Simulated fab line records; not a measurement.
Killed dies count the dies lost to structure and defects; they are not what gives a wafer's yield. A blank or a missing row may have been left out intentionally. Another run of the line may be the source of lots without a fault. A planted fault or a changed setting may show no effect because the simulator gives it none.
Check of tool commonality	flow berkeley_cmos170	Sampled: 14 lots, 42 wafers

== THE REASON FOR OPENING IT ==
2 of 14 lots carry a flag on the reading SPACER_TEOS_THK at UCB170_SPACER_THK_MEAS_01. Wafers without a fault read 376 nm, standard deviation 4.6.
Rule: a lot is flagged when every wafer of it that has a number lies more than 4 standard deviations from that mean, or none has a number. As for the other lots, they are considered sound.

lot	measured	on	SPACER_TEOS_THK (nm), wafer by wafer	flag
L522	day 6 20:08	film_metro-02	372 366 371	
L524	day 7 19:08	film_metro-01	371 381 376	
L525	day 8 00:25	film_metro-02	378 379 382	
L526	day 8 00:51	film_metro-02	375 374 380	
L529	day 8 21:51	film_metro-02	376 383 373	
L528	day 8 23:00	film_metro-02	398 402 400	FLAGGED
L531	day 9 02:14	film_metro-02	395 396 401	FLAGGED
L539	day 10 09:41	film_metro-02	379 376 379	
L536	day 10 11:00	film_metro-01	382 379 382	
L537	day 10 11:17	film_metro-02	375 379 385	
L540	day 11 10:07	film_metro-03	371 370 372	
L543	day 11 15:22	film_metro-02	373 376 375	
L544	day 11 15:28	film_metro-01	378 372 369	
L542	day 11 15:47	film_metro-02	374 379 375	
The numbers of the flagged lots are 399 nm on average: +23 nm against the usual, or +5 standard deviations.

== WHICH TOOL RAN EACH LOT ==
The record keeps 1 process step preceding the reading, out of 331 steps on the route. Each cell gives the tool, then ch followed by the chambers the sampled wafers passed through, then the start.
lot	flag	UCB170_SPACER_CVD_00
L522		pecvd-04 ch 0,1,2, day 6 20:05
L524		pecvd-01 ch 0,1, day 7 19:04
L525		pecvd-04 ch 1,2, day 8 00:21
L526		pecvd-01 ch 0,1, day 8 00:49
L529		pecvd-03 ch 0,1,2, day 8 21:48
L528	FLAGGED	pecvd-01 ch 0,1, day 8 22:56
L531	FLAGGED	pecvd-01 ch 0,1, day 9 02:10
L539		pecvd-04 ch 1,2, day 10 09:38
L536		pecvd-03 ch 0,1,2, day 10 10:58
L537		pecvd-04 ch 0,2, day 10 11:14
L540		pecvd-03 ch 0,1,2, day 11 10:04
L543		pecvd-03 ch 0,2, day 11 15:19
L544		pecvd-01 ch 0,1,2, day 11 15:25
L542		pecvd-03 ch 2, day 11 15:44
What is done by these steps:
- UCB170_SPACER_CVD_00: deposits SiO2 from TEOS/O2, target thk 376 nm, time 47 s.
- UCB170_SPACER_THK_MEAS_01

== FLAGGED OVER TOTAL, TOOL BY TOOL (the gauges that took the reading come last) ==
step	tool	lots run	flagged	share of the flagged lots	sound lots run after its first flagged lot
UCB170_SPACER_CVD_00	pecvd-01	5	2	all	1 (L544)
UCB170_SPACER_CVD_00	pecvd-03	5	0	none	-
UCB170_SPACER_CVD_00	pecvd-04	4	0	none	-
UCB170_SPACER_THK_MEAS_01	film_metro-01	3	0	none	-
UCB170_SPACER_THK_MEAS_01	film_metro-02	10	2	all	4 (L539,L537,L543,L542)
UCB170_SPACER_THK_MEAS_01	film_metro-03	1	0	none	-

== WHAT THE TABLE ALLOWS ==
Table rows that saw every flagged lot: 2, namely pecvd-01 at UCB170_SPACER_CVD_00 and film_metro-02 at UCB170_SPACER_THK_MEAS_01.
- pecvd-01 at UCB170_SPACER_CVD_00: 2 of its 5 lots flagged. Sound lots followed the first flagged one (L544) on it, something a lasting fault affecting the whole tool could not allow.
- film_metro-02 at UCB170_SPACER_THK_MEAS_01: 2 of its 10 lots flagged. Sound lots followed the first flagged one (L539, L537, L543, L542) on it, something a lasting fault affecting the whole tool could not allow.
No row of the table ran every flagged lot and no sound lot after the first.

== WHAT THE SIMULATOR HAD INSERTED ==
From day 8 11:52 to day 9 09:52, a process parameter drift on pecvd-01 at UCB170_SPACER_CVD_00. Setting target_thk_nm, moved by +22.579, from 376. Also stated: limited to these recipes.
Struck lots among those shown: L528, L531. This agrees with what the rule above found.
